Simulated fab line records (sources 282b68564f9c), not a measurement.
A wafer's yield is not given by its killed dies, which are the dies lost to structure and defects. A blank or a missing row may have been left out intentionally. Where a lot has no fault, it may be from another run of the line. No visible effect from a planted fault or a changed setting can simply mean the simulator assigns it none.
fab line records	flow rit-cmos
[record] lots = 6	wafers = 18	last-day = 7
route steps=202 shown PRETRO@69 GATE@75 FOX2@80 M1@202
lots with no fault: from the same line, run without faults
start-h: hours from the record's first day to the start of the lot's first wafer shown	wait-h: hours from the lot's prior step to this one	" the same as in the row above	L1.1+2: one row covering several wafers at once	- either no value or no given start	* or withheld: withheld	< > ~ a bound
route shown NAME@n: names a module that has steps shown in the file, with the first one's number in the route	usual: mean/standard deviation taken from wafers without a fault	same: alike in all rows	chamber/n: place in a boat	sites: readings site by site	_std_site: how widely they spread, as a standard deviation	_edge_site: outer sites' mean less inner sites'	radius-mm: how far each site lies from the wafer's centre	mask NAME#n: copy n	behind: the tool/chamber that last shaped the wafer	hold: cause of the lot's hold/its duration in hours/its outcome	device: the transistor (n, p or np) that didn't switch	end of line: at the end of the route, the tests of the same wafers	a step given without rows: its recipe and nothing more	killed: dies that structure and defects cost at the first sort, which is not the same as the wafer's yield	map: dies across one wafer; x = killed, . = not, _ = none there
set.NAME: the setting the step ran with; set.NAME@STEP: the setting that earlier step ran with	model.NAME: the simulator's own value behind a step, which no gauge read
lots at some steps of the route; a table a step, a row a wafer
services: a tool's chamber out of use, with start hour (start-h, from the record's first day; less than 0 if before it), hours out, and reason
[[steps]]
[step RIT_PRETRO_DEVELOP_05]
[recipe] resist = NOVOLAK	develop-time-s = 68	dev-temp-c = 23
[step RIT_PRETRO_OVL_MEAS_06]
[usual] PRETRO_OVL = 1.0/1.2
lot.wafer	tool	chamber	start-h	wait-h	PRETRO_OVL[nm]
L196.1	overlay-01	-	48.83	-	0.5
L196.2	"	-	"	"	1.7
L196.3	"	-	"	"	1.1
L200.1	overlay-01	-	76.14	-	3.6
L200.2	"	-	"	"	0.9
L200.3	"	-	"	"	2.3
L204.1	overlay-01	-	96.79	-	0.2
L204.2	"	-	"	"	0.8
L204.6	"	-	"	"	1.3
L211.2	overlay-02	-	123.51	-	2.8
L211.3	"	-	"	"	2.6
L211.4	"	-	"	"	3.2
L213.2	overlay-01	-	128.58	-	0.2
L213.4	"	-	"	"	0.7
L213.5	"	-	"	"	1.1
L215.2	overlay-02	-	139.98	-	-0.1
L215.4	"	-	"	"	-2.5
L215.6	"	-	"	"	1.2
[step RIT_PRETRO_HARDBAKE_07]
[recipe] resist = NOVOLAK	temp-c = 140	time-s = 120
[step RIT_PRETRO_IMPLANT_08]
[recipe] species = B	energy-kev = 45	dose-cm2 = 1.2e+13	tilt-deg = 7
[step RIT_PRETRO_STRIP_09]
[recipe] chemistry = O2	time-s = 180	resist = NOVOLAK	platen-temp-c = withheld	power-w = 500	pressure-mtorr = 4000	o2-flow-sccm = 4000
[usual] drypump-motor-current-A = 5.8/0.5
lot.wafer	tool	chamber	start-h	wait-h	drypump-motor-current-A	rf-hours-counter-h
L196.1	plasma-asher-03	1	49.27	0.1	4.7	39
L196.2	"	0	"	"	5.7	39
L196.3	"	0	"	"	5.7	-
L200.1	plasma-asher-01	0	76.58	0.1	6.0	23
L200.2	"	1	"	"	5.7	23
L200.3	"	1	"	"	5.7	-
L204.1	plasma-asher-03	0	97.25	0.1	5.7	43
L204.2	"	1	"	"	4.7	43
L204.6	"	0	"	"	5.7	-
L211.2	plasma-asher-02	1	124.19	0.1	6.4	48
L211.3	"	1	"	"	6.4	-
L211.4	"	0	"	"	5.7	-
L213.2	plasma-asher-01	0	129.13	0.1	6.0	29
L213.4	"	0	"	"	6.0	-
L213.5	"	1	"	"	5.7	-
L215.2	plasma-asher-01	1	140.41	0.1	5.7	31
L215.4	"	1	"	"	5.7	-
L215.6	"	0	"	"	6.0	-
[step RIT_PRETRO_TW_MEAS_10]
[usual] PRETRO_TW = 477/4.3
lot.wafer	tool	chamber	start-h	wait-h	PRETRO_TW
L196.1	film-metro-02	-	49.44	0.1	480
L196.2	"	-	"	"	479
L196.3	"	-	"	"	482
L200.1	film-metro-01	-	76.76	0.1	468
L200.2	"	-	"	"	471
L200.3	"	-	"	"	470
L204.1	film-metro-04	-	97.43	0.1	481
L204.2	"	-	"	"	483
L204.6	"	-	"	"	482
L211.2	film-metro-04	-	124.37	0.1	480
L211.3	"	-	"	"	477
L211.4	"	-	"	"	478
L213.2	film-metro-02	-	129.32	0.1	479
L213.4	"	-	"	"	479
L213.5	"	-	"	"	480
L215.2	film-metro-02	-	140.60	0.1	480
L215.4	"	-	"	"	480
L215.6	"	-	"	"	479
[step RIT_GATE_WET_ETCH_00]
[recipe] chemistry = BOE	target = SiO2	target-depth-nm = 56	time-s = 60	dry = n2-spin	dilution = 10:1	temp-c = 21.5
[step RIT_GATE_CLEAN_01]
[recipe] chemistry = SC1	mix = 3:3:50	time-s = 600	temp-c = 75
[step RIT_GATE_CLEAN_02]
[recipe] chemistry = dHF	dilution = 50:1	time-s = 30
[step RIT_GATE_CLEAN_03]
[recipe] chemistry = SC2	mix = 3:3:50	time-s = 600	temp-c = 75	dry = n2-spin
[step RIT_GATE_CLEAN_04]
[recipe] chemistry = dHF	dilution = 50:1	time-s = 60	dry = n2-spin
[step RIT_FOX2_THK_MEAS_91]
[recipe] reads = SiO2_of_FOX2_OXIDATION_00
[usual] FIELD_OXIDE_LEFT_2_THK = 257/5.6
lot.wafer	tool	chamber	start-h	wait-h	FIELD_OXIDE_LEFT_2_THK[nm]
L196.1	film-metro-03	-	49.94	0.0	258
L196.2	"	-	"	"	253
L196.3	"	-	"	"	258
L200.1	film-metro-04	-	77.23	0.0	248
L200.2	"	-	"	"	250
L200.3	"	-	"	"	249
L204.1	film-metro-03	-	97.94	0.0	260
L204.2	"	-	"	"	261
L204.6	"	-	"	"	257
L211.2	film-metro-04	-	124.85	0.0	251
L211.3	"	-	"	"	259
L211.4	"	-	"	"	260
L213.2	film-metro-02	-	129.81	0.0	269
L213.4	"	-	"	"	262
L213.5	"	-	"	"	263
L215.2	film-metro-04	-	141.08	0.0	252
L215.4	"	-	"	"	250
L215.6	"	-	"	"	247
[step RIT_GATE_OXIDATION_05]
[recipe] temp-c = 900	ambient = O2	target-thk-a = 30	ox-time-s = 270
[usual] spike-tc-centre-C = 902.0/1.9	spike-tc-load-C = 925.2/2.8	spike-tc-source-C = 924/3.5	tube-center-temp-C = 899.99/0.079	tube_center_temp_C_max = 902.3/0.34
[same] ox-time-s = 270
lot.wafer	tool	chamber	start-h	wait-h	spike-tc-centre-C	spike-tc-load-C	spike-tc-source-C	tube-center-temp-C	tube_center_temp_C_max	model.SiO2_of_GATE_OXIDATION_05.thk-nm
L196.1	furnace-04	0	53.05	3.1	901.6	926.7	926	899.87	901.8	3.007
L196.2	"	0	"	"	899.4	926.0	926	900.07	902.1	2.999
L196.3	"	0	"	"	899.8	926.3	926	900.08	902.5	2.986
L200.1	furnace-04	0	77.71	0.5	909.4	933.9	934	908.26	910.3	3.29
L200.2	"	0	"	"	909.5	933.3	935	908.33	910.2	3.29
L200.3	"	0	"	"	907.5	936.6	934	908.42	910.4	3.255
L204.1	furnace-04	0	98.00	0.1	909.3	933.8	936	908.3	910.3	3.385
L204.2	"	0	"	"	908.2	934.7	935	908.36	911.4	3.334
L204.6	"	0	"	"	909.2	934.1	936	908.45	910.4	3.326
L211.2	furnace-01	0	125.44	0.6	903.5	921.9	920	900	903.0	3.004
L211.3	"	0	"	"	901.7	920.8	918	900.02	902.0	3.071
L211.4	"	0	"	"	902.8	921.1	917	899.88	902.6	3.119
L213.2	furnace-01	0	129.86	0.0	902.7	920.4	918	900.02	902.8	3.009
L213.4	"	0	"	"	902.0	920.7	916	899.92	901.9	3
L213.5	"	0	"	"	901.9	919.7	919	899.87	902.6	2.991
L215.2	furnace-03	0	142.13	1.0	906.1	927.1	926	900.01	902.3	2.986
L215.4	"	0	"	"	904.2	925.9	926	900.01	902.3	3.042
L215.6	"	0	"	"	905.2	928.8	924	899.89	901.7	3.11
[step RIT_GATE_ANNEAL_06]
[recipe] temp-c = 900	time-s = 600	ambient = N2O
[step RIT_GATE_THK_MEAS_07]
[recipe] reads = SiO2_of_GATE_OXIDATION_05
[usual] GATE_OXIDE_THK = 3.02/0.057
lot.wafer	tool	chamber	start-h	wait-h	GATE_OXIDE_THK[nm]
L196.1	film-metro-03	-	66.33	0.0	3.02
L196.2	"	-	"	"	3.02
L196.3	"	-	"	"	3.00
L200.1	film-metro-02	-	81.39	0.0	3.32
L200.2	"	-	"	"	3.30
L200.3	"	-	"	"	3.20
L204.1	film-metro-04	-	104.14	0.0	3.41
L204.2	"	-	"	"	3.34
L204.6	"	-	"	"	3.28
L211.2	film-metro-02	-	127.64	0.0	2.96
L211.3	"	-	"	"	3.09
L211.4	"	-	"	"	3.16
L213.2	film-metro-02	-	131.73	0.0	3.05
L213.4	"	-	"	"	3.03
L213.5	"	-	"	"	2.98
L215.2	film-metro-04	-	143.46	0.0	2.98
L215.4	"	-	"	"	3.08
L215.6	"	-	"	"	3.10
[step RIT_GATE_CVD_08]
[recipe] material = poly-Si	target-thk-nm = 250	temp-c = 610	precursor = SiH4	time-s = 2220	pressure-mtorr = 300	sih4-flow-sccm = 100
[step RIT_GATE_THK_MEAS_09]
[recipe] reads = poly-Si_of_GATE_CVD_08
[usual] GATE_POLY_THK = 250.7/1.8
lot.wafer	tool	chamber	start-h	wait-h	GATE_POLY_THK[nm]
L196.1	film-metro-04	-	68.01	0.0	253.3
L196.2	"	-	"	"	254.5
L196.3	"	-	"	"	254.6
L200.1	film-metro-03	-	83.07	0.0	249.4
L200.2	"	-	"	"	249.7
L200.3	"	-	"	"	246.2
L204.1	film-metro-02	-	105.82	0.0	252.9
L204.2	"	-	"	"	253.6
L204.6	"	-	"	"	253.6
L211.2	film-metro-04	-	129.83	0.0	250.4
L211.3	"	-	"	"	248.9
L211.4	"	-	"	"	251.3
L213.2	film-metro-02	-	133.41	0.0	248.9
L213.4	"	-	"	"	252.6
L213.5	"	-	"	"	249.7
L215.2	film-metro-04	-	145.23	0.0	251.7
L215.4	"	-	"	"	251.4
L215.6	"	-	"	"	255.2
[step RIT_GATE_HMDS_10]
[recipe] prime-time-s = 60	prime-temp-c = 140
[step RIT_GATE_COAT_11]
[recipe] resist = NOVOLAK	spin-rpm = 4250	resist-thk-nm = 850
[step RIT_GATE_SOFTBAKE_12]
[recipe] resist = NOVOLAK	temp-c = 90	time-s = 60
[step RIT_GATE_EXPOSE_13]
[recipe] mask-id = M6	na = 0.6	source-shape = conventional	sigma-outer = 0.6	target-cd-nm = 150	dose-mj = 380
[step RIT_GATE_PEB_14]
[recipe] resist = NOVOLAK	temp-c = withheld	time-s = withheld
[step RIT_GATE_DEVELOP_15]
[recipe] resist = NOVOLAK	develop-time-s = 50	dev-temp-c = 23
[step RIT_GATE_CD_MEAS_16]
[recipe] target-cd-nm = 150
[usual] cd-nm = 150.3/2.1
lot.wafer	tool	chamber	start-h	wait-h	cd-nm
L196.1	cd-sem-02	-	69.04	-	153.4
L196.2	"	-	"	"	153.1
L196.3	"	-	"	"	152.1
L200.1	cd-sem-02	-	84.14	-	152.7
L200.2	"	-	"	"	150.4
L200.3	"	-	"	"	153.7
L204.1	cd-sem-02	-	106.86	-	133.4
L204.2	"	-	"	"	131.1
L204.6	"	-	"	"	132.7
L211.2	cd-sem-01	-	130.88	-	155.9
L211.3	"	-	"	"	153.0
L211.4	"	-	"	"	152.0
L213.2	cd-sem-02	-	134.76	-	152.1
L213.4	"	-	"	"	150.3
L213.5	"	-	"	"	150.8
L215.2	cd-sem-02	-	146.15	-	149.8
L215.4	"	-	"	"	149.6
L215.6	"	-	"	"	148.5
[step RIT_GATE_OVL_MEAS_17]
[usual] GATE_OVL = -1.6/1.4
lot.wafer	tool	chamber	start-h	wait-h	GATE_OVL[nm]
L196.1	overlay-01	-	69.16	0.1	-2.4
L196.2	"	-	"	"	-0.9
L196.3	"	-	"	"	-0.8
L200.1	overlay-02	-	84.26	0.1	-1.8
L200.2	"	-	"	"	-2.6
L200.3	"	-	"	"	-4.2
L204.1	overlay-01	-	106.98	0.1	-1.2
L204.2	"	-	"	"	-0.8
L204.6	"	-	"	"	-2.9
L211.2	overlay-02	-	130.99	0.1	0.1
L211.3	"	-	"	"	0.9
L211.4	"	-	"	"	1.1
L213.2	overlay-02	-	134.87	0.1	-3.2
L213.4	"	-	"	"	-2.6
L213.5	"	-	"	"	-3.9
L215.2	overlay-02	-	146.26	0.1	-1.7
L215.4	"	-	"	"	-2.2
L215.6	"	-	"	"	-2.7
[step RIT_GATE_HARDBAKE_18]
[recipe] resist = NOVOLAK	temp-c = 140	time-s = 60
[step RIT_GATE_ETCH_19]
[recipe] chemistry = SF6/CHF3/O2	time-s = 165	SF6_flow_sccm = 30	CHF3_flow_sccm = 30	O2_flow_sccm = 5	target = poly-Si	pressure-mtorr = 40	rf-w = 160	target-depth-a = 3125	over-etch-frac = 0.25	stop-on = SiO2
[usual] drypump-motor-current-A = 5.9/0.51	oes-product-au = 0.847/0.014	throttle-valve-pct = 10.21/0.16
lot.wafer	tool	chamber	start-h	wait-h	drypump-motor-current-A	oes-product-au	rf-hours-counter-h	throttle-valve-pct	model.GATE.cd-nm
L196.1	rie-si-02	2	69.35	0.1	6.6	0.830	80	10.27	153.4
L196.2	"	1	"	"	5.5	0.864	118	10.24	153
L196.3	"	3	"	"	5.4	0.837	143	10.15	151.8
L200.1	rie-si-02	0	84.55	0.1	5.8	0.848	155	10.06	152.4
L200.2	"	2	"	"	6.6	0.815	81	10.29	150.7
L200.3	"	1	"	"	5.5	0.846	119	10.24	153.7
L204.1	rie-si-01	0	107.16	0.1	5.5	0.855	71	10.47	133.5
L204.2	"	3	"	"	5.5	0.855	3	10.20	131.1
L204.6	"	3	"	"	5.5	0.860	-	10.21	132.8
L211.2	rie-si-02	1	131.33	0.1	5.5	0.862	119	10.24	155.8
L211.3	"	0	"	"	5.8	0.844	0	10.06	153.6
L211.4	"	2	"	"	6.7	0.829	81	10.27	151.8
L213.2	rie-si-02	3	135.16	0.1	5.4	0.826	144	10.16	152.2
L213.4	"	2	"	"	6.7	0.825	81	10.29	150.2
L213.5	"	0	"	"	5.8	0.841	-	10.07	150.8
L215.2	rie-si-01	3	146.48	0.1	5.5	0.851	4	10.19	149.5
L215.4	"	2	"	"	6.7	0.854	2	9.90	149.6
L215.6	"	0	"	"	5.5	0.860	-	10.49	148.4
[step RIT_GATE_STRIP_20]
[recipe] chemistry = O2	time-s = 180	resist = NOVOLAK	platen-temp-c = withheld	power-w = 500	pressure-mtorr = 4000	o2-flow-sccm = 4000
[usual] drypump-motor-current-A = 5.7/0.45
lot.wafer	tool	chamber	start-h	wait-h	drypump-motor-current-A	rf-hours-counter-h
L196.1	plasma-asher-01	0	69.46	0.1	6.0	23
L196.2	"	1	"	"	5.7	23
L196.3	"	1	"	"	5.7	-
L200.1	plasma-asher-01	0	84.66	0.1	6.0	24
L200.2	"	1	"	"	5.7	24
L200.3	"	0	"	"	6.0	-
L204.1	plasma-asher-02	1	107.27	0.1	6.5	45
L204.2	"	0	"	"	5.7	45
L204.6	"	1	"	"	6.4	-
L211.2	plasma-asher-02	0	131.44	0.1	5.7	49
L211.3	"	0	"	"	5.7	-
L211.4	"	1	"	"	6.5	-
L213.2	plasma-asher-04	0	135.27	0.1	5.6	53
L213.4	"	0	"	"	5.6	-
L213.5	"	0	"	"	5.5	-
L215.2	plasma-asher-01	0	146.59	0.1	6.0	32
L215.4	"	0	"	"	6.0	-
L215.6	"	0	"	"	6.0	-
[step RIT_M1_PROBE_99]
[usual] killed_at_M0_to_M3 = 0.0/0.083	killed-at-contacts = 0.1/0.23	killed-at-front-end = 6.7/2.9	killed-dies = 6.8/2.9	killed-open = 3.5/2.1	killed-short = 3.2/1.9
[same] gross-dies = 264	killed_at_M4_up = 0	killed-at-back-side = 0	killed-at-other = 0
lot.wafer	tool	chamber	start-h	wait-h	killed_at_M0_to_M3	killed-at-contacts	killed-at-front-end	killed-dies	killed-open	killed-short
L200.1	prober-01	-	108.28	0.1	0	0	10	10	5	5
L200.2	prober-01	-	108.33	0.1	0	0	4	4	3	1
L200.3	prober-01	-	108.38	0.2	0	0	8	8	4	4
L204.1	prober-02	-	130.45	0.1	0	1	8	9	4	5
L204.2	prober-02	-	130.50	0.1	0	0	5	5	5	0
L204.6	prober-02	-	130.70	0.2	0	0	9	9	1	8
L211.2	prober-01	-	152.51	0.1	0	0	7	7	2	5
L211.3	prober-01	-	152.56	0.2	0	0	14	14	9	5
L211.4	prober-01	-	152.61	0.2	0	0	3	3	2	1
L213.2	prober-01	-	156.82	0.1	0	0	5	5	3	2
L213.4	prober-01	-	156.92	0.2	0	0	4	4	2	2
L213.5	prober-01	-	156.97	0.2	0	0	10	10	6	4
L215.2	prober-02	-	166.50	0.1	0	0	9	9	6	3
L215.4	prober-02	-	166.60	0.2	0	0	6	6	3	3
L215.6	prober-02	-	166.70	0.2	0	0	4	4	2	2
// killed by level:class
L200.1 GATE:geometric-particle:short=2 REOX:geometric-particle:short=2 GATE:geometric-particle:open=2 REOX:geometric-particle:open=1 SPACER:geometric-particle:open=1 SILICIDE:geometric-particle:short=1 SILICIDE:geometric-particle:open=1
L200.2 GATE:geometric-particle:open=2 FOX1:geometric-particle:short=1 REOX:geometric-particle:open=1
L200.3 GATE:geometric-particle:short=2 GATE:geometric-particle:open=2 FOX1:geometric-particle:short=1 REOX:geometric-particle:short=1 SPACER:geometric-particle:open=1 SILICIDE:geometric-particle:open=1
L204.1 GATE:geometric-particle:open=3 GATE:geometric-particle:short=3 FOX2:geometric-particle:open=1 SPACER:geometric-particle:short=1 CONTACT:geometric-particle:short=1
L204.2 GATE:geometric-particle:open=2 FOX1:geometric-particle:open=1 REOX:geometric-particle:open=1 SILICIDE:geometric-particle:open=1
L204.6 GATE:geometric-particle:short=2 SPACER:geometric-particle:short=2 SILICIDE:geometric-particle:short=2 FOX1:geometric-particle:short=1 REOX:geometric-particle:short=1 SPACER:geometric-particle:open=1
L211.2 GATE:geometric-particle:short=2 SPACER:geometric-particle:open=2 SILICIDE:geometric-particle:short=2 REOX:geometric-particle:short=1
L211.3 FOX2:geometric-particle:open=3 GATE:geometric-particle:short=3 GATE:geometric-particle:open=3 FOX1:geometric-particle:short=1 FOX1:geometric-particle:open=1 SPACER:geometric-particle:open=1 SPACER:geometric-particle:short=1 SILICIDE:geometric-particle:open=1
L211.4 GATE:geometric-particle:open=2 GATE:geometric-particle:short=1
L213.2 FOX1:geometric-particle:open=1 FOX2:geometric-particle:open=1 GATE:geometric-particle:short=1 REOX:geometric-particle:short=1 SPACER:geometric-particle:open=1
L213.4 FOX2:geometric-particle:open=1 GATE:geometric-particle:open=1 GATE:geometric-particle:short=1 REOX:geometric-particle:short=1
L213.5 GATE:geometric-particle:open=2 SILICIDE:geometric-particle:short=2 FOX2:geometric-particle:open=1 FOX2:geometric-particle:short=1 REOX:geometric-particle:open=1 GATE:geometric-particle:short=1 SPACER:geometric-particle:open=1 SILICIDE:geometric-particle:open=1
L215.2 REOX:geometric-particle:open=3 REOX:geometric-particle:short=2 FOX1:geometric-particle:open=1 GATE:geometric-particle:open=1 SILICIDE:geometric-particle:short=1 SILICIDE:geometric-particle:open=1
L215.4 GATE:geometric-particle:short=2 GATE:geometric-particle:open=1 REOX:geometric-particle:open=1 SPACER:geometric-particle:short=1 SPACER:geometric-particle:open=1
L215.6 FOX1:geometric-particle:open=1 GATE:geometric-particle:open=1 REOX:geometric-particle:short=1 SILICIDE:geometric-particle:short=1
[[services]]
tool	chamber	start-h	hours	kind
furnace-04	-	29.39	4.1	pm
rie-si-02	1	48.87	6.1	repair
rie-si-02	-	51.93	14.6	pm
plasma-asher-01	-	52.31	4.0	repair
furnace-03	-	54.34	3.5	pm
rie-si-01	-	58.00	0.2	repair
plasma-asher-01	-	64.14	1.0	repair
furnace-01	-	75.16	19.3	repair
rie-si-02	0	87.19	-	clean
rie-si-02	0	87.19	17.2	scheduled-down
rie-si-02	0	87.19	17.2	vent-cycle
furnace-01	-	94.50	2.9	pm
furnace-03	-	98.00	2.9	pm
plasma-asher-01	-	98.66	2.8	pm
furnace-03	-	99.99	10.3	repair
plasma-asher-03	-	108.88	9.0	pm
plasma-asher-03	0	108.88	9.0	vent-cycle
plasma-asher-03	1	108.88	9.0	vent-cycle
plasma-asher-03	0	117.88	-	clean
plasma-asher-03	1	117.88	-	clean
rie-si-02	3	140.74	-	clean
rie-si-02	3	140.74	25.1	scheduled-down
rie-si-02	3	140.74	25.1	vent-cycle
[[key]]
[first-sign] step = RIT_GATE_OXIDATION_05	reading = tube-center-temp-C	direction = up	sigmas = 93	usual = *	struck = *
[effect] step = RIT_GATE_OXIDATION_05	reading = tube_center_temp_C_max	direction = up	sigmas = 24	usual = *	struck = *
[effect] step = RIT_GATE_THK_MEAS_07	reading = GATE_OXIDE_THK	direction = up	sigmas = 5	usual = 3.02	struck = 3.31
[effect] step = RIT_GATE_CD_MEAS_16	reading = cd-nm	direction = down	sigmas = 3.7	usual = 150.3	struck = 142.3	wafers-moved = 3	through = control-loop
[model-effect] step = RIT_GATE_OXIDATION_05	value = SiO2_of_GATE_OXIDATION_05.thk-nm	without = 2.992	struck = 3.313
[model-effect] step = RIT_GATE_ETCH_19	value = GATE.cd-nm	without = 152.2	struck = 142.4
met-at RIT_GATE_OXIDATION_05
struck-wafers L200.1,L200.2,L200.3,L204.1,L204.2,L204.6
tester-left-out L200,L204
[loop-trim] step = RIT_GATE_EXPOSE_13	setting = dose	lots = L204
onset-between 53.05 77.71
[fault] kind = process-parameter-drift	tool = furnace-04	chamber = -	onset-h = 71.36	steps = RIT_GATE_OXIDATION_05	channel = temp-c	offset = *	shape = step	end-h = 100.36	acts-in = *	stated = *
// tester-left-out: of these lots the tester's yield and bins aren't shown, on N5 and GAA mostly nor the transistor test; their killed dies are dies lost to structure and defects alone, not to doping, threshold or leakage, so they don't give the yield
// loop-trim: a control loop set the setting to another value than it would have without faults
